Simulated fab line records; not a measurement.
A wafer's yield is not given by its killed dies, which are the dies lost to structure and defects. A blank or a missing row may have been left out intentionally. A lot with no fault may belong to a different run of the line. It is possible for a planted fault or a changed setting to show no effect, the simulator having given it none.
Comparing a struck lot with a sound one -- flow rit-cmos -- 20 steps out of a route of 202
Sound: wafers L828.3, L828.4, L828.5. The struck wafers were L835.1, L835.2, L835.5. At the end, the cause is stated.
Per side, at each step with rows, come the tool, then ch with its chambers, and then its first start. Under that, the readings that differ: sound wafers -- struck wafers -- difference of the means -- sigmas: that difference in standard deviations of wafers without a fault.
alike: same words and numbers on both sides, and readings whose means sit less than 2 such deviations apart. not compared: any withheld reading, any reading some wafer has no value for, any bound like >300 that may hide the same value, and any number with overlapping values for which the record gives no deviation.
The two part at a step that has a row with sigmas, a row that says differs or no value, or rows on one side only. Non-overlapping numbers with no deviation appear without sigmas and do not part them. A reading missing from all wafers of one side parts the sides only when that side holds two or more wafers.

first, 2 steps without rows for these wafers: RIT_NWELL_HARDBAKE_07 (time 120 s); RIT_NWELL_IMPLANT_08.
RIT_NWELL_STRIP_09: strips in O2, time 180 s.
  sound on plasma-asher-04 ch 0,1, day 3 17:49; struck on plasma-asher-04 ch 0,1, day 5 04:43
  alike: drypump-motor-current-A
  not compared: rf-hours-counter-h
RIT_NWELL_TW_MEAS_10:
  struck on film-metro-04, day 5 04:53; sound on film-metro-03, day 3 17:57
reading,sound,struck,difference,sigmas
NWELL_TW,2166 2172 2175,2107 2116 2101,-63,-2
then, 6 steps without rows for these wafers: RIT_PWELL_HMDS_00 (prime time 60 s); RIT_PWELL_COAT_01 (resist thk 1300 nm); RIT_PWELL_SOFTBAKE_02 (time 60 s); RIT_PWELL_EXPOSE_03 (exposes mask M3, target cd 43700 nm); RIT_PWELL_PEB_04; RIT_PWELL_DEVELOP_05 (develop time 68 s).
RIT_PWELL_OVL_MEAS_06:
  struck on overlay-02, day 5 05:50; sound on overlay-02, day 3 18:53
  alike: PWELL_OVL
then, 1 step without rows for these wafers: RIT_PWELL_HARDBAKE_07 (time 120 s).
RIT_PWELL_IMPLANT_08:
  sound on implanter-02 ch 0, day 3 19:13; struck on implanter-02 ch 0, day 5 06:26
RIT_PWELL_STRIP_09: strips in O2, time 180 s.
  sound on plasma-asher-03 ch 0,1, day 3 19:22; struck on plasma-asher-02 ch 0,1, day 5 06:35
  alike: drypump-motor-current-A
  not compared: rf-hours-counter-h
RIT_PWELL_TW_MEAS_10:
  struck on film-metro-03, day 5 06:46; sound on film-metro-04, day 3 19:30
reading,sound,struck,difference,sigmas
PWELL_TW,929 934 931,1184 1186 1188,+255,+21
then, 1 step without rows for these wafers: RIT_WELLDRIVE_ANNEAL_00 (time 14700 s).
RIT_WELLDRIVE_RS_MEAS_01: measurement is done with a four-point probe.
  struck on film-metro-03, day 5 11:54; sound on film-metro-03, day 4 01:12
  alike: NWELL_RS
RIT_WELLDRIVE_RS_MEAS_02: measurement is done with a four-point probe.
  struck on film-metro-03, day 5 12:01; sound on film-metro-03, day 4 01:19
reading,sound,struck,difference,sigmas
PWELL_RS (ohm/sq),430.4 429.4 431.8,279.7 280.1 281.4,-150.1,-88
then, 2 steps without rows for these wafers: RIT_NRETRO_HMDS_00 (prime time 60 s); RIT_M1_PROBE_99.

WHERE THEY PART
Last at RIT_WELLDRIVE_RS_MEAS_02 as far as this record goes, first at RIT_NWELL_TW_MEAS_10.

WHY: whatever the simulator had introduced
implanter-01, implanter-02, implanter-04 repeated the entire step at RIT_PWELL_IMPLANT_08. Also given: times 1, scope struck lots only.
